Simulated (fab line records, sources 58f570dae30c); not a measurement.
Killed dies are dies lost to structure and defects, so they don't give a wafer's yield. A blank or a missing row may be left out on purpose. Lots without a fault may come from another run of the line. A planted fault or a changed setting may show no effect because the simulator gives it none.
Tool commonality check | flow berkeley_cmos170 | 14 lots, 42 wafers sampled

WHY IT WAS OPENED
At UCB170_CONTACT_THK_MEAS_02 the reading CONTACT_PSG_THK is flagged on 2 of 14 lots. Wafers without a fault read 698 nm, standard deviation 6.5.
Rule: a lot is flagged when every wafer of it that has a number lies more than 4 standard deviations from that mean, or none has a number. The other lots count as sound.

lot  | measured     | on            | CONTACT_PSG_THK (nm), wafer by wafer | flag
L460 | day 6 18:31  | film_metro-02 | 694 696 704                          |
L461 | day 7 07:14  | film_metro-01 | 699 700 698                          |
L462 | day 7 07:14  | film_metro-04 | 701 707 708                          |
L463 | day 7 07:55  | film_metro-01 | 695 693 691                          |
L464 | day 7 16:06  | film_metro-02 | 690 691 696                          |
L465 | day 7 16:33  | film_metro-01 | 692 689 691                          |
L467 | day 7 16:34  | film_metro-02 | 698 699 701                          |
L468 | day 8 09:44  | film_metro-02 | 703 698 704                          |
L472 | day 9 12:01  | film_metro-02 | 692 696 693                          |
L474 | day 10 03:31 | film_metro-02 | 607 609 611                          | FLAGGED
L475 | day 10 11:09 | film_metro-02 | 632 631 627                          | FLAGGED
L477 | day 10 16:40 | film_metro-02 | 713 709 711                          |
L480 | day 11 01:19 | film_metro-02 | 697 697 699                          |
L481 | day 11 12:15 | film_metro-02 | 700 697 693                          |
The numbers of the flagged lots are 620 nm on average: -78 nm against the usual, or -12 standard deviations.

WHICH TOOL RAN EACH LOT
The record holds 1 process step before the reading, out of a route of 331 steps. In each cell: the tool, then ch and the chambers that the sampled wafers went through, then the start.
lot  | flag    | UCB170_CONTACT_CVD_01
L460 |         | lpcvd-01 ch 1, day 6 16:43
L461 |         | lpcvd-01 ch 1, day 7 05:26
L462 |         | lpcvd-01 ch 0, day 7 05:26
L463 |         | lpcvd-02 ch 1, day 7 06:08
L464 |         | lpcvd-02 ch 1, day 7 14:18
L465 |         | lpcvd-01 ch 0, day 7 14:46
L467 |         | lpcvd-01 ch 0, day 7 14:46
L468 |         | lpcvd-01 ch 1, day 8 07:56
L472 |         | lpcvd-02 ch 1, day 9 10:13
L474 | FLAGGED | lpcvd-01 ch 0, day 10 01:44
L475 | FLAGGED | lpcvd-01 ch 0, day 10 09:21
L477 |         | lpcvd-02 ch 1, day 10 14:53
L480 |         | lpcvd-02 ch 0, day 10 23:31
L481 |         | lpcvd-02 ch 1, day 11 10:28
What these steps do:
- UCB170_CONTACT_CVD_01: deposits PSG from SiH4/O2/PH3, target thk 700 nm, time 2820 s.
- UCB170_CONTACT_THK_MEAS_02

FLAGGED OVER TOTAL, TOOL BY TOOL (the gauges that took the reading come last)
step                       | tool          | lots run | flagged | share of the flagged lots | sound lots run after its first flagged lot
UCB170_CONTACT_CVD_01      | lpcvd-01      | 8        | 2       | all                       | 0
UCB170_CONTACT_CVD_01      | lpcvd-02      | 6        | 0       | none                      | -
UCB170_CONTACT_THK_MEAS_02 | film_metro-01 | 3        | 0       | none                      | -
UCB170_CONTACT_THK_MEAS_02 | film_metro-02 | 10       | 2       | all                       | 3 (L477,L480,L481)
UCB170_CONTACT_THK_MEAS_02 | film_metro-04 | 1        | 0       | none                      | -

WHAT THE TABLE ALLOWS
2 rows of the table ran every flagged lot: lpcvd-01 at UCB170_CONTACT_CVD_01, film_metro-02 at UCB170_CONTACT_THK_MEAS_02.
- lpcvd-01 at UCB170_CONTACT_CVD_01: 2 of its 8 lots flagged. Its last sound lot is L468 (day 8 07:56), its first flagged lot L474 (day 10 01:44): a fault that began between those two fits. Its own readings lie more than 4 standard deviations out on every wafer of the flagged lots: spike_tc_centre_C, susceptor_temp_C.
- film_metro-02 at UCB170_CONTACT_THK_MEAS_02: 2 of its 10 lots flagged. Sound lots ran on it after the first flagged one (L477, L480, L481), which a lasting fault on the whole tool wouldn't allow.
One tool is left: lpcvd-01 at UCB170_CONTACT_CVD_01.

WHAT THE SIMULATOR HAD PUT IN
Process parameter drift: lpcvd-01, from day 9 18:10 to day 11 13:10, at UCB170_CONTACT_CVD_01. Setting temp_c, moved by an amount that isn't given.
Lots struck among those shown: L474, L475. The rule above found the same.
